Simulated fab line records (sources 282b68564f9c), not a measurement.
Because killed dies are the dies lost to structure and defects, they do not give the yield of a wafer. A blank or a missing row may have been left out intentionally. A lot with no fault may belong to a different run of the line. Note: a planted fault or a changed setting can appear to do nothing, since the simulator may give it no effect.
Which tool was responsible?	flow ritCmos	Sampling: 14 lots, 42 wafers, 5 of 202 route steps

== WHAT THE GAUGES READ, wafer by wafer ==
RIT_GATE_CD_MEAS_16: the cd target is 150 nm. Usual: 149.6 nm for cdNm, sd 2.5.
lot	measured	on	cdNm (nm)	flag
L647	day 2 13:15	cdSem-01	149.7 155.7 152.7	
L655	day 4 03:34	cdSem-01	146.9 146.2 145.2	
L656	day 4 09:29	cdSem-02	145.5 147.6 149.3	
L658	day 4 23:14	cdSem-01	152.0 153.3 153.8	
L659	day 5 03:41	cdSem-01	153.0 150.5 149.5	
L660	day 5 09:52	cdSem-02	150.8 150.4 149.4	
L661	day 5 11:31	cdSem-02	152.8 152.3 152.1	
L663	day 5 21:55	cdSem-02	146.8 145.2 146.0	
L665	day 6 06:11	cdSem-02	146.6 149.3 146.7	
L666	day 6 12:20	cdSem-01	153.0 153.3 152.8	
L667	day 6 15:47	cdSem-02	149.1 150.2 151.4	
L668	day 6 22:17	cdSem-01	151.2 152.5 151.9	
L669	day 7 02:21	cdSem-01	149.5 147.5 148.3	
L670	day 7 08:02	cdSem-01	149.2 147.1 153.0	

RIT_NSD_TW_MEAS_10. Usual: NSD_TW gives 3117 (standard deviation 22).
lot	measured	on	NSD_TW	flag
L647	day 3 02:32	filmMetro-03	3132 3133 3135	
L655	day 4 14:38	filmMetro-03	30 30 30 30 30 30	OFF
L656	day 4 20:12	filmMetro-02	30 30 30 30 30 30	OFF
L658	day 5 12:16	filmMetro-03	3115 3107 3093	
L659	day 5 15:10	filmMetro-02	3071 3100 3073	
L660	day 5 20:41	filmMetro-02	3079 3085 3071	
L661	day 5 22:46	filmMetro-02	3097 3082 3071	
L663	day 6 08:40	filmMetro-02	3105 3085 3105	
L665	day 6 17:08	filmMetro-01	3133 3125 3127	
L666	day 6 23:26	filmMetro-03	3096 3099 3108	
L667	day 7 02:25	filmMetro-02	3078 3107 3110	
L668	day 7 10:04	filmMetro-01	3135 3130 3126	
L669	day 7 12:55	filmMetro-03	3124 3124 3121	
L670	day 7 18:48	filmMetro-02	3112 3109 3104	

RIT_PSD_TW_MEAS_10. Usual: PSD_TW gives 3427 (standard deviation 23).
lot	measured	on	PSD_TW	flag
L647	day 3 04:02	filmMetro-03	3423 3465 3439	
L658	day 5 13:41	filmMetro-02	3395 3386 3389	
L659	day 5 16:41	filmMetro-02	3402 3382 3392	
L660	day 5 22:22	filmMetro-01	3460 3461 3465	
L661	day 6 00:25	filmMetro-03	3409 3406 3401	
L663	day 6 10:13	filmMetro-02	3391 3413 3395	
L665	day 6 18:34	filmMetro-02	3424 3416 3405	
L666	day 7 00:58	filmMetro-01	3436 3444 3454	
L667	day 7 03:50	filmMetro-02	3418 3404 3404	
L668	day 7 11:29	filmMetro-03	3439 3454 3453	
L669	day 7 14:20	filmMetro-03	3447 3431 3436	
L670	day 7 20:21	filmMetro-02	3401 3414 3410	

RIT_M1_OVL_MEAS_10. Usual: M1_OVL gives -0.6 nm (standard deviation 1.3).
lot	measured	on	M1_OVL (nm)	flag
L647	day 3 09:22	overlay-02	0.4 0.3 -0.7	
L658	day 5 19:26	overlay-02	0.8 0.1 0.1	
L659	day 5 22:08	overlay-01	0.6 0.4 0.3	
L660	day 6 03:53	overlay-02	-0.5 0.4 -1.1	
L661	day 6 05:37	overlay-02	0.4 -1.5 -1.3	
L663	day 6 15:32	overlay-01	-2.0 -1.6 -2.8	
L665	day 7 00:30	overlay-01	-0.6 -0.6 -0.5	
L666	day 7 06:29	overlay-01	-1.0 0.3 -1.3	
L667	day 7 09:40	overlay-01	-3.1 -2.4 -1.7	
L668	day 7 16:47	overlay-02	-2.7 -1.4 -2.7	
L669	day 7 19:44	overlay-02	1.3 0.3 1.1	
L670	day 8 01:43	overlay-01	-1.3 -0.9 -1.2	

== TOOL THAT RAN EACH LOT (tool first, then ch and the chambers of the sampled wafers, then the start) ==
lot	RIT_NSD_IMPLANT_08
L647	implanter-03 ch 0, day 3 02:14
L655	implanter-03, day 4 14:19
L656	implanter-01, day 4 19:53
L658	implanter-03 ch 0, day 5 11:58
L659	implanter-03 ch 0, day 5 14:50
L660	implanter-03 ch 0, day 5 20:22
L661	implanter-03 ch 0, day 5 22:28
L663	implanter-04 ch 0, day 6 08:21
L665	implanter-04 ch 0, day 6 16:49
L666	implanter-01 ch 0, day 6 23:07
L667	implanter-01 ch 0, day 7 02:06
L668	implanter-01 ch 0, day 7 09:45
L669	implanter-04 ch 0, day 7 12:36
L670	implanter-04 ch 0, day 7 18:29
- RIT_NSD_IMPLANT_08

== AS READ BY THE TOOLS THEMSELVES (means over the sampled wafers that have a number; for cases with no such wafer, the mark the record gives instead) ==
RIT_NSD_IMPLANT_08. Usual: beamEnergyKeV 25.000, standard deviation 0.0089; beamOnS 10.02 s, standard deviation 0.21.
lot	tool	beamEnergyKeV	beamOnS (s)	flag
L647	implanter-03	24.998	9.93	
L655	implanter-03	-	-	OFF
L656	implanter-01	-	-	OFF
L658	implanter-03	25.013	10.20	
L659	implanter-03	24.994	9.94	
L660	implanter-03	24.982	9.94	
L661	implanter-03	25.001	9.95	
L663	implanter-04	25.000	10.12	
L665	implanter-04	24.992	10.28	
L666	implanter-01	24.988	9.94	
L667	implanter-01	25.004	10.02	
L668	implanter-01	25.015	10.04	
L669	implanter-04	24.998	10.09	
L670	implanter-04	24.996	9.96	

== THE ANSWER, worked out from the rows above alone ==
Rule: lot off if the mean of its wafers having a number is beyond 3 standard deviations from the usual mean. A lot without any number at a reading at which 4 lots or more have one is off too. The other lots that the step has rows for count as sound. Order of review: gauges by route order, followed by the tools' own readings, for which a lot's mean as printed above is used. At the first step where some lot is off, the reading lying furthest off is the one used; lots without a number count as furthest.
Off: L655, L656, at RIT_NSD_TW_MEAS_10 (NSD_TW).
If a tool, at a process step before that reading, ran all the lots that are off and no sound lot after the first of them, it fits. Not tried: the gauges at RIT_NSD_TW_MEAS_10; whatever is off there is also off at RIT_NSD_IMPLANT_08, on other tools, and gauge error can't account for it. None of those tried fits.

== WHAT HAD BEEN PUT IN BY THE SIMULATOR ==
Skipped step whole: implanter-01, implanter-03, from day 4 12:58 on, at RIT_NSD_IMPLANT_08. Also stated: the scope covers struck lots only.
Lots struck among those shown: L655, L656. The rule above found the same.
